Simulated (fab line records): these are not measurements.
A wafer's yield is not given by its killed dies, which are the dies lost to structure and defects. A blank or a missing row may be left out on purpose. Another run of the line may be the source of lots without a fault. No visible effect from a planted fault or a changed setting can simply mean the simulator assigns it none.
Struck lot and sound lot, side by side    flow berkeley-cmos170    15 steps out of a route of 331
Sound: wafers L349.1, L349.4, L349.5. The struck wafers were L356.3, L356.5, L356.6. The cause comes at the end.
Order at every step that has rows: each side's tool, ch and its chambers, its first start. Under that, the readings that differ: sound wafers    struck wafers    difference of the means    sigmas: that difference in standard deviations of wafers without a fault.
alike: words and numbers the same on both sides, and readings whose means are apart by under 2 such deviations; not compared: readings that were withheld, readings missing a value for some wafer, numbers with overlapping values and no deviation given by the record, and bounds like >300 which may hide the same value.
The two part at a step that has a row with sigmas, a row that says differs or no value, or rows on one side only. Numbers that have no deviation but don't overlap get no sigmas and don't part them. A reading missing from all wafers of one side parts the sides only when that side holds two or more wafers.

UCB170_NWELL_THK_MEAS_02:
  sound on film-metro-04, day 5 04:09; struck on film-metro-03, day 6 08:15
  alike: NWELL_OXIDE_THK
then, 2 steps without rows for these wafers: UCB170_NWELL_ANNEAL_03 (time 900 s); UCB170_NWELL_CVD_04 (deposits Si3N4 from SiH2Cl2/NH3, target thk 224 nm, time 3212 s).
UCB170_NWELL_THK_MEAS_05:
  sound on film-metro-04, day 5 12:05; struck on film-metro-03, day 6 14:20
  alike: NWELL_NITRIDE_THK
then, 6 steps without rows for these wafers: UCB170_NWELL_HMDS_06 (prime time 60 s); UCB170_NWELL_COAT_07 (resist thk 900 nm); UCB170_NWELL_SOFTBAKE_08 (time 60 s); UCB170_NWELL_EXPOSE_09 (exposes mask NWELL, target cd 3000 nm); UCB170_NWELL_PEB_10; UCB170_NWELL_DEVELOP_11 (develop time 45 s).
UCB170_NWELL_OVL_MEAS_12:
  sound on overlay-01, day 5 13:46; struck on overlay-02, day 6 15:48
  alike: NWELL_OVL
UCB170_NWELL_ETCH_13: etches Si3N4 in CH3F/Ar/O2, stops on SiO2, target depth 246.4 nm, time 154 s.
  sound on rie-diel-02 ch 1,3, day 5 13:48; struck on rie-diel-03 ch 0,2,3, day 6 15:49
  alike: drypump-motor-current-A, oes-product-au, throttle-valve-pct
  not compared: rf-hours-counter-h
UCB170_NWELL_IMPLANT_14:
  sound on implanter-04 ch 0, day 5 13:54; struck on implanter-03 ch 0, day 6 15:58
reading                    sound                 struck                difference  sigmas
beam-energy-keV            149.95 149.98 150.09  142.58 142.67 142.62  -7.38       -99 or more
model.implant.rp-nm (nm)   189.7 189.7 189.7     173 173 173           -17         
model.implant.drp-nm (nm)  62.72 62.72 62.72     60.3 60.3 60.3        -2.4        
UCB170_NWELL_STRIP_15: strips in O2.
  sound on plasma-asher-03 ch 1, day 5 14:03; struck on plasma-asher-01 ch 0,1, day 6 16:07
  alike: drypump-motor-current-A, oes-product-au, strip-time-to-endpoint-s
  not compared: rf-hours-counter-h
UCB170_M3_PROBE_99:
  rows exist in the record for the sound wafers here (prober-01, day 11 01:00), none for the struck ones

WHERE THEY PART
Last at UCB170_M3_PROBE_99 as far as this record goes, first at UCB170_NWELL_IMPLANT_14.

WHY: what the simulator had put in
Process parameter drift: implanter-03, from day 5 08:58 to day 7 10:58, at UCB170_NWELL_IMPLANT_14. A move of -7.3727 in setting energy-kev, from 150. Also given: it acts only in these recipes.
